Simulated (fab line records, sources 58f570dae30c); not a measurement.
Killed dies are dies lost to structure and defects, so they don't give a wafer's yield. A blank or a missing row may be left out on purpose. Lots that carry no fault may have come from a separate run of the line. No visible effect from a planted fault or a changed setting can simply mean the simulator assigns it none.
A struck lot beside a sound one || flow berkeley_cmos170 || 15 out of 331 route steps
Sound: wafers L243.2, L243.5, L243.6. Wafers struck: L247.1, L247.3, L247.5. The cause comes at the end.
For every step that has rows: the tool of each side, followed by ch and its chambers, followed by its first start. Under that, the readings that differ: sound wafers || struck wafers || difference of the means || sigmas: that difference in standard deviations of wafers without a fault.
alike: words and numbers the same on both sides, and readings whose means are apart by under 2 such deviations; not compared: readings that were withheld, readings missing a value for some wafer, numbers with overlapping values and no deviation given by the record, and bounds like >300 which may hide the same value.
A row with sigmas, a row that says differs or no value, or rows on one side alone: a step with any of these is where the two part. Non-overlapping numbers with no deviation appear without sigmas and do not part them. A reading that every wafer of one side lacks parts them only if that side has two wafers or more.

first, 4 steps without rows for these wafers: UCB170_NWELL_SOFTBAKE_08 (time 60 s); UCB170_NWELL_EXPOSE_09 (exposes mask NWELL, target cd 3000 nm); UCB170_NWELL_PEB_10; UCB170_NWELL_DEVELOP_11 (develop time 45 s).
UCB170_NWELL_OVL_MEAS_12:
  sound: overlay-01 at day 4 02:48; struck: overlay-01 at day 4 15:34
  alike: NWELL_OVL
UCB170_NWELL_ETCH_13: etches Si3N4 in CH3F/Ar/O2, stops on SiO2, target depth 246.4 nm, time 154 s.
  sound on rie_diel-01 ch 0,1, day 4 02:50; struck on rie_diel-04 ch 2,3, day 4 15:36
  alike: drypump_motor_current_A, oes_product_au, throttle_valve_pct
  not compared: rf_hours_counter_h
next, for these wafers, 1 step has no rows: UCB170_NWELL_IMPLANT_14.
UCB170_NWELL_STRIP_15: strips in O2.
  sound on plasma_asher-03 ch 0,1, day 4 03:05; struck on plasma_asher-03 ch 0, day 4 15:52
  alike: drypump_motor_current_A, oes_product_au, strip_time_to_endpoint_s
  not compared: rf_hours_counter_h
UCB170_NWELL_TW_MEAS_16:
  sound: film_metro-04 at day 4 03:11; struck: film_metro-02 at day 4 15:58
  alike: NWELL_TW
then, 3 steps without rows for these wafers: UCB170_NWELL_CLEAN_17 (cleans in SPM, time 600 s); UCB170_NWELL_WET_ETCH_18 (etches Si3N4 in H3PO4, time 14400 s); UCB170_NWELL_WET_ETCH_19 (etches SiO2 in BOE, time 22 s).
UCB170_PWELL_CLEAN_00: cleans in SPM, time 600 s.
  sound on wet_bench-02 ch 0, day 4 10:12; struck on wet_bench-02 ch 1, day 4 21:00
  no value came back on the struck wafers for bath_guard_temp_C (C), bath_heat_duty_pct (%); on the sound wafers bath_guard_temp_C (C) reads 120.1 120.0 119.9
then, 1 step without rows for these wafers: UCB170_PWELL_CLEAN_01 (cleans in dHF, time 60 s).
-- the record jumps here: 5 days lie between the struck wafers' starts before and after (it left off in module PWELL and takes up again in module M3, whose first step shown is number 331 of the route) --
UCB170_M3_PROBE_99:
  record: rows for the struck wafers here (prober-02, day 9 11:50), none for the sound ones

WHERE THEY PART
At UCB170_PWELL_CLEAN_00 first; at UCB170_M3_PROBE_99 last (within this record only).

WHY: the cause the simulator had injected
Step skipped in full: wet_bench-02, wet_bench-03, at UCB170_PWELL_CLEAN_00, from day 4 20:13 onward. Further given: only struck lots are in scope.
